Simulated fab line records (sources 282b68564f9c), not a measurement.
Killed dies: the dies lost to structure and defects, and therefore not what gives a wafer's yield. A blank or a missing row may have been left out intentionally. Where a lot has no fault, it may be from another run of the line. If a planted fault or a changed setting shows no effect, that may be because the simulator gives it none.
Which tool is to blame? / flow rit cmos / Sampling: 7 lots, 21 wafers, 2 of 202 route steps

## WHAT THE GAUGES SHOWED, per wafer
RIT_PLDD_OVL_MEAS_06.
lot=L721; measured=day 3 06:58; on=overlay-02; PLDD_OVL (nm)=1.8 -0.2 2.1
lot=L722; measured=day 3 16:44; on=overlay-01; PLDD_OVL (nm)=0.3 -0.4 1.0
lot=L724; measured=day 4 02:14; on=overlay-01; PLDD_OVL (nm)=-3.3 -3.6 -2.9
lot=L727; measured=day 4 16:19; on=overlay-02; PLDD_OVL (nm)=-3.5 -0.7 -1.4
lot=L729; measured=day 5 00:12; on=overlay-02; PLDD_OVL (nm)=-1.7 -0.1 -1.9
lot=L731; measured=day 5 12:01; on=overlay-01; PLDD_OVL (nm)=-0.8 -2.6 -2.9
lot=L735; measured=day 6 04:32; on=overlay-02; PLDD_OVL (nm)=239.7 241.5 241.2

## WHICH TOOL RAN EACH LOT (tool, then ch and the chambers of the sampled wafers, then the start)
lot=L721; RIT_PLDD_EXPOSE_03=iline stepper-01 ch 0, day 3 06:35
lot=L722; RIT_PLDD_EXPOSE_03=iline stepper-02 ch 0, day 3 16:08
lot=L724; RIT_PLDD_EXPOSE_03=iline stepper-01 ch 0, day 4 01:50
lot=L727; RIT_PLDD_EXPOSE_03=iline stepper-01 ch 0, day 4 15:55
lot=L729; RIT_PLDD_EXPOSE_03=iline stepper-02 ch 0, day 4 23:48
lot=L731; RIT_PLDD_EXPOSE_03=iline stepper-02 ch 0, day 5 11:38
lot=L735; RIT_PLDD_EXPOSE_03=iline stepper-01 ch 0, day 6 04:08
- RIT_PLDD_EXPOSE_03: exposes mask M8, target cd 40900 nm.

## THE ANSWER, worked out from the rows above alone
Rule: what is usual is taken from the lots themselves. Put in order of their means at a reading, lots are off if they are a third of the lots or fewer, leave a main group of 4 or more, and stand apart from it by a gap of 3 or more times the standard deviation of the main group's means; of several such gaps the widest counts. The tables above print the reading to a certain number of digits; a main group whose means all agree to those digits is not used. A lot without any number at a reading at which 4 lots or more have one is off too. Any other lot the step has rows for is counted as sound.
Off: L735, seen at RIT_PLDD_OVL_MEAS_06 (PLDD_OVL). Main group: mean -1.2 nm, sd 1.5.
If a tool, at a process step before that reading, ran all the lots that are off and no sound lot after the first of them, it fits. Those tools and the gauges at RIT_PLDD_OVL_MEAS_06 are tried in the same way. Can't be told from this: 2 tools fit, iline stepper-01 at RIT_PLDD_EXPOSE_03, overlay-02 at RIT_PLDD_OVL_MEAS_06.

## WHAT THE SIMULATOR HAD PUT IN
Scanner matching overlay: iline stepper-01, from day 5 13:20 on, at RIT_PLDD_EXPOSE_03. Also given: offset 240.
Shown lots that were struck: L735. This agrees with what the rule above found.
